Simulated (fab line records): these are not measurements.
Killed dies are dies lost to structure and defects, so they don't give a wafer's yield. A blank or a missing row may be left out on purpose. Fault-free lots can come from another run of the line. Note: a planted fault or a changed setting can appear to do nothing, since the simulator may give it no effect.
Which tool is to blame?    flow rit-cmos    Sampling: 14 lots, 42 wafers, 4 of 202 route steps

WHAT THE GAUGES READ, wafer by wafer
RIT_FOX1_THK_MEAS_01. Usual: for FOX1_OXIDE_THK the level is 348 nm and the standard deviation is 6.5.
lot   measured     on             FOX1_OXIDE_THK (nm)  flag
L867  day 1 23:04  film-metro-02  353 354 355          
L868  day 2 01:57  film-metro-02  359 352 350          
L869  day 2 06:03  film-metro-01  346 347 347          
L870  day 2 10:59  film-metro-01  343 343 343          
L871  day 2 15:59  film-metro-01  345 349 348          
L872  day 2 19:27  film-metro-02  342 342 350          
L873  day 3 01:01  film-metro-02  349 351 359          
L874  day 3 09:47  film-metro-04  340 341 341          
L875  day 3 17:02  film-metro-01  354 349 357          
L877  day 3 21:08  film-metro-04  341 340 346          
L882  day 5 00:30  film-metro-01  343 349 347          
L884  day 5 06:26  film-metro-01  366 365 367          
L889  day 6 08:45  film-metro-04  353 350 348          
L890  day 6 13:16  film-metro-02  339 338 340          

RIT_NRETRO_OVL_MEAS_06. Usual: for NRETRO_OVL the level is -0.3 nm and the standard deviation is 1.1.
lot   measured     on          NRETRO_OVL (nm)  flag
L867  day 2 12:29  overlay-02  0.9 -0.1 -0.6    
L868  day 2 17:23  overlay-01  -2.9 -0.6 -2.3   
L869  day 2 21:00  overlay-02  0.7 0.5 0.0      
L870  day 3 01:47  overlay-02  -1.9 -1.8 -1.8   
L871  day 3 06:44  overlay-01  0.4 0.3 -0.8     
L872  day 3 09:43  overlay-02  0.2 -0.2 1.2     
L873  day 3 17:17  overlay-02  0.9 0.2 -0.4     
L874  day 4 00:44  overlay-02  -1.9 -1.4 -1.5   
L875  day 4 06:29  overlay-02  -0.3 -0.3 0.1    
L877  day 4 11:32  overlay-01  0.1 -1.4 -0.3    
L882  day 5 15:34  overlay-01  -0.1 -1.0 0.5    
L884  day 5 20:42  overlay-02  0.0 0.1 0.7      
L889  day 6 22:34  overlay-01  0.3 1.8 1.0      
L890  day 7 02:23  overlay-02  -1.4 -1.3 -1.6   

RIT_CONTACT_CD_MEAS_08: target cd 1000 nm. Usual: 1000.9 nm for cd-nm, sd 2.2.
lot   measured     on         cd-nm (nm)            flag
L867  day 3 14:37  cd-sem-01  1001.6 1003.8 1000.8  
L868  day 3 23:59  cd-sem-02  1005.8 1005.9 1004.1  
L869  day 4 03:13  cd-sem-02  997.7 1001.9 1000.4   
L870  day 4 06:52  cd-sem-02  1000.1 1002.2 1003.1  
L871  day 4 09:13  cd-sem-02  1000.4 999.6 999.4    
L872  day 4 12:06  cd-sem-01  1000.7 998.1 1001.8   
L873  day 4 19:39  cd-sem-02  999.9 1001.9 1001.3   
L874  day 5 01:56  cd-sem-02  1001.6 1001.6 1001.0  
L875  day 5 06:05  cd-sem-01  998.8 999.1 997.1     
L877  day 5 15:25  cd-sem-02  1002.8 998.8 1002.2   
L882  day 6 16:43  cd-sem-02  1000.0 1000.4 1000.5  
L884  day 6 22:19  cd-sem-02  996.8 997.3 998.1     
L889  day 7 22:56  cd-sem-01  998.7 1000.6 997.8    
L890  day 8 06:22  cd-sem-01  1002.1 1000.8 1000.5  

WHAT TOOL EACH LOT RAN ON (gives the tool, then ch and the chambers of the sampled wafers, and finally the start)
lot   RIT_SPACER_ETCHBACK_05
L867  rie-diel-01 ch 0,1,3, day 3 08:28
L868  rie-diel-04 ch 0,2,3, day 3 17:13
L869  rie-diel-01 ch 0,2,3, day 3 21:06
L870  rie-diel-02 ch 1,2, day 4 01:11
L871  rie-diel-01 ch 2,3, day 4 03:14
L872  rie-diel-04 ch 0,1, day 4 05:49
L873  rie-diel-04 ch 1,2,3, day 4 13:58
L874  rie-diel-02 ch 0,1,2, day 4 20:07
L875  rie-diel-04 ch 0,1,2, day 5 00:18
L877  rie-diel-02 ch 0,1, day 5 09:31
L882  rie-diel-04 ch 0,1,3, day 6 10:41
L884  rie-diel-04 ch 0,1,3, day 6 16:32
L889  rie-diel-02 ch 0,1,3, day 7 17:19
L890  rie-diel-02 ch 0,2,3, day 8 00:14
- RIT_SPACER_ETCHBACK_05: etches Si3N4 in SF6/CHF3, stops on SiO2, target depth 250 nm, time 240 s.

WHAT THE TOOLS THEMSELVES READ (means of the sampled wafers that have a number; where no wafer has one, the mark that the record gives instead)
RIT_SPACER_ETCHBACK_05. Usual: drypump-motor-current-A 5.5 A, standard deviation 0.34; oes-product-au 0.845 a.u., standard deviation 0.02; throttle-valve-pct 10.27 %, standard deviation 0.11.
lot   tool         drypump-motor-current-A (A)  oes-product-au (a.u.)  throttle-valve-pct (%)  flag
L867  rie-diel-01  5.4                          0.844                  10.35                   
L868  rie-diel-04  5.1                          0.849                  10.27                   
L869  rie-diel-01  5.4                          0.857                  10.29                   
L870  rie-diel-02  5.8                          0.878                  10.28                   
L871  rie-diel-01  5.4                          0.848                  10.25                   
L872  rie-diel-04  5.4                          0.856                  10.29                   
L873  rie-diel-04  5.4                          0.850                  10.33                   
L874  rie-diel-02  5.8                          0.862                  10.19                   
L875  rie-diel-04  5.5                          0.839                  10.30                   
L877  rie-diel-02  5.6                          0.843                  10.12                   
L882  rie-diel-04  5.3                          0.828                  10.32                   
L884  rie-diel-04  5.3                          0.829                  10.32                   
L889  rie-diel-02  5.7                          0.846                  10.21                   
L890  rie-diel-02  5.8                          0.845                  10.17                   

THE ANSWER, worked out from the rows above alone
Rule: a lot counts as off when the mean over its wafers that have a number is more than 3 standard deviations away from the usual mean. A lot without any number at a reading at which 4 lots or more have one is off too. All remaining lots with rows at the step are treated as sound. After the gauges, taken in route order, come the tools' own readings; for these a lot's mean is taken, as printed above. The first step at which some lot is off is used, and at that step the reading that is off furthest; a lot without a number counts as furthest.
Across all readings shown, no lot is off: no conclusion can be drawn from this.

WHAT THE SIMULATOR HAD INSERTED
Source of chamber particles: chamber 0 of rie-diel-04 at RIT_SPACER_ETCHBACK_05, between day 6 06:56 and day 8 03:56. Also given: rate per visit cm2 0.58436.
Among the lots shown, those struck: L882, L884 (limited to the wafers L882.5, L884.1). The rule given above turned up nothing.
